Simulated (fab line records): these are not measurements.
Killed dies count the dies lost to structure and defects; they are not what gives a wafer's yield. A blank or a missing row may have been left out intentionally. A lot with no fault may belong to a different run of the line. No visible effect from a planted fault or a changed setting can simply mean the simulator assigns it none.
The tool behind it: which one? / flow berkeleyCmos170 / route of 331 steps, sampled at 1 step: 7 lots, 21 wafers

## WHAT THE GAUGES SHOWED, per wafer
UCB170_PFIELD_TW_MEAS_09.
lot=L140; measured=day 5 21:27; on=filmMetro-02; PFIELD_TW=607 607 611
lot=L138; measured=day 5 21:55; on=filmMetro-02; PFIELD_TW=609 608 608
lot=L142; measured=day 6 14:31; on=filmMetro-01; PFIELD_TW=601 598 602
lot=L144; measured=day 7 04:32; on=filmMetro-04; PFIELD_TW=618 618 618
lot=L147; measured=day 7 16:43; on=filmMetro-01; PFIELD_TW=598 602 599
lot=L154; measured=day 8 10:57; on=filmMetro-04; PFIELD_TW=617 617 619
lot=L156; measured=day 8 22:09; on=filmMetro-02; PFIELD_TW=605 610 604

## EACH LOT AND THE TOOL THAT RAN IT (in order: tool; ch and the chambers of the sampled wafers; start)
There is no process step in the record ahead of these readings.

## THE ANSWER, worked out from the rows above alone
Rule: what is usual is taken from the lots themselves. Put in order of their means at a reading, lots are off if they are a third of the lots or fewer, leave a main group of 4 or more, and stand apart from it by a gap of 3 or more times the standard deviation of the main group's means; of several such gaps the widest counts. If all means in a main group match to the digits the tables above print for the reading, that group is not used. A lot without any number at a reading at which 4 lots or more have one is off too. Where the step has rows for the other lots, those lots are counted as sound.
No lot is off on any of the readings shown, so nothing can be concluded from this.

## WHAT THE SIMULATOR PUT IN
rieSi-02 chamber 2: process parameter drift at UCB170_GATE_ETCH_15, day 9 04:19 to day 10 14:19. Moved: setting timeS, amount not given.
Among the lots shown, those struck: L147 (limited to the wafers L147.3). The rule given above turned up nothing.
